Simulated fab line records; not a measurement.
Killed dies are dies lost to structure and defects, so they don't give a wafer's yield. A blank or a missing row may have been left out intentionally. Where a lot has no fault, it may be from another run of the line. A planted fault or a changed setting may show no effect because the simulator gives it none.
Split-lot trial	flow berkeleyCmos170	23 wafers read from 5 lots, route of 331 steps

SPLIT DETAILS
At UCB170_WELLDRIVE_OXIDATION_01 (target thk 199 nm, ox time 9000 s), the setting oxTimeS was moved away from the recipe's 9000 s on 20 of the 23 wafers read, by -11.1% to +13.4%. This setting was run at the recipe's value on the other wafers.

No step appears in the file between the split and the reading.

THE READING
WELLDRIVE_OXIDE_THK (nm), taken at UCB170_WELLDRIVE_THK_MEAS_02. On this fab line, fault-free wafers typically give 199 nm with a standard deviation of 3.8 nm.

wafer	tool, chamber at the split	oxTimeS as run, s	against the recipe	WELLDRIVE_OXIDE_THK, nm	against lot-mates on the recipe
L074.1	-, -	10130	+12.6%	212	no lot-mate on the recipe
L074.2	-, -	10130	+12.6%	214	no lot-mate on the recipe
L074.4	-, -	10130	+12.6%	216	no lot-mate on the recipe
L074.5	-, -	10130	+12.6%	216	no lot-mate on the recipe
L074.6	-, -	10130	+12.6%	217	no lot-mate on the recipe
L076.1	-, -	8403	-6.6%	186	no lot-mate on the recipe
L076.3	-, -	8403	-6.6%	183	no lot-mate on the recipe
L076.4	-, -	8403	-6.6%	186	no lot-mate on the recipe
L076.5	-, -	8403	-6.6%	187	no lot-mate on the recipe
L076.6	-, -	8403	-6.6%	189	no lot-mate on the recipe
L082.1	-, -	10210	+13.4%	218	no lot-mate on the recipe
L082.2	-, -	10210	+13.4%	222	no lot-mate on the recipe
L082.4	-, -	10210	+13.4%	219	no lot-mate on the recipe
L082.5	-, -	10210	+13.4%	219	no lot-mate on the recipe
L082.6	-, -	10210	+13.4%	217	no lot-mate on the recipe
L083.1	furnace-04, 0	9000	recipe	197	-
L083.5	furnace-04, 0	9000	recipe	199	-
L083.6	furnace-04, 0	9000	recipe	195	-
L084.1	-, -	8004	-11.1%	180	no lot-mate on the recipe
L084.2	-, -	8004	-11.1%	184	no lot-mate on the recipe
L084.3	-, -	8004	-11.1%	182	no lot-mate on the recipe
L084.4	-, -	8004	-11.1%	178	no lot-mate on the recipe
L084.6	-, -	8004	-11.1%	183	no lot-mate on the recipe

THE FIT
A straight line over all 23 wafers: WELLDRIVE_OXIDE_THK changes by +1.51 nm for each +1% of oxTimeS; r = +0.99; the points scatter about the line by 2.3 nm.
Too few moved wafers have a lot-mate on the recipe to fit a line with each lot's own level taken away.

THE WHOLE CHAIN: every reading that the file lists as answering this split, in the file's order
step	what it does	reading	change (the file's fit)	r (the file's)
UCB170_WELLDRIVE_OXIDATION_01	target thk 199 nm, ox time 9000 s	SiO2_of_WELLDRIVE_OXIDATION_01.thkNm (the simulator's own value, which no gauge read)	+1.53 nm for each +1% of the setting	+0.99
UCB170_WELLDRIVE_THK_MEAS_02		WELLDRIVE_OXIDE_THK	+1.53 for each +1% of the setting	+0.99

FILE'S OWN FIT
WELLDRIVE_OXIDE_THK changes by +1.53 nm for each +1% of oxTimeS, r = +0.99.
